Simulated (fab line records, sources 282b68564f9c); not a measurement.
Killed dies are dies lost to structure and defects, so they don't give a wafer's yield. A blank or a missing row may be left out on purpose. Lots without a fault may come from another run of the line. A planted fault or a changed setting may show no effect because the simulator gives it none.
Which tool did it? | flow rit_cmos | 8 lots, 24 wafers sampled, at 2 steps of a route of 202

WHAT THE GAUGES READ, wafer by wafer
RIT_NSD_OVL_MEAS_06.
lot  | measured    | on         | NSD_OVL (nm)
L386 | day 3 05:33 | overlay-01 | -0.9 -1.2 -1.5
L388 | day 3 18:54 | overlay-02 | 1.5 1.2 -0.2
L390 | day 4 04:30 | overlay-02 | 0.3 -0.8 -0.7
L392 | day 4 11:46 | overlay-01 | 3638.6 3638.0 3639.1
L394 | day 4 22:41 | overlay-02 | 3636.7 3636.7 3637.1
L396 | day 5 10:45 | overlay-02 | 1.0 -0.2 -1.0
L398 | day 5 22:04 | overlay-01 | 0.4 0.2 1.0
L406 | day 7 13:16 | overlay-02 | -1.1 1.0 0.3

WHICH TOOL RAN EACH LOT (tool, then ch and the chambers of the sampled wafers, then the start)
lot  | RIT_NSD_EXPOSE_03
L386 | iline_stepper-01 ch 0, day 3 05:11
L388 | iline_stepper-02 ch 0, day 3 18:30
L390 | iline_stepper-01 ch 0, day 4 04:07
L392 | iline_stepper-01 ch 0, day 4 11:23
L394 | iline_stepper-01 ch 0, day 4 22:19
L396 | iline_stepper-02 ch 0, day 5 10:21
L398 | iline_stepper-02 ch 0, day 5 21:41
L406 | iline_stepper-02 ch 0, day 7 12:52
- RIT_NSD_EXPOSE_03: exposes mask M9, target cd 40700 nm.

THE ANSWER, worked out from the rows above alone
Rule: what is usual is taken from the lots themselves. Put in order of their means at a reading, lots are off if they are a third of the lots or fewer, leave a main group of 4 or more, and stand apart from it by a gap of 3 or more times the standard deviation of the main group's means; of several such gaps the widest counts. A main group whose means are all the same, to the digits that the tables above print for the reading, isn't used. A lot without any number at a reading at which 4 lots or more have one is off too. The other lots that the step has rows for count as sound.
Off: L392, L394, at RIT_NSD_OVL_MEAS_06 (NSD_OVL). The main group: mean -0.0 nm, standard deviation 0.66.
A tool fits if, at a process step before that reading, it ran every lot that is off, and no sound lot after the first of them. The gauges at RIT_NSD_OVL_MEAS_06 are tried like those tools. One fits: iline_stepper-01 at RIT_NSD_EXPOSE_03. Its last sound lot is L390 (day 4 04:07), its first lot that is off L392 (day 4 11:23): a fault that began between those two fits.

WHAT THE SIMULATOR HAD PUT IN
Scanner matching overlay: iline_stepper-01, from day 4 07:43 on, at RIT_NSD_EXPOSE_03. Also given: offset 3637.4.
Lots struck among those shown: L392, L394. The rule above found the same.
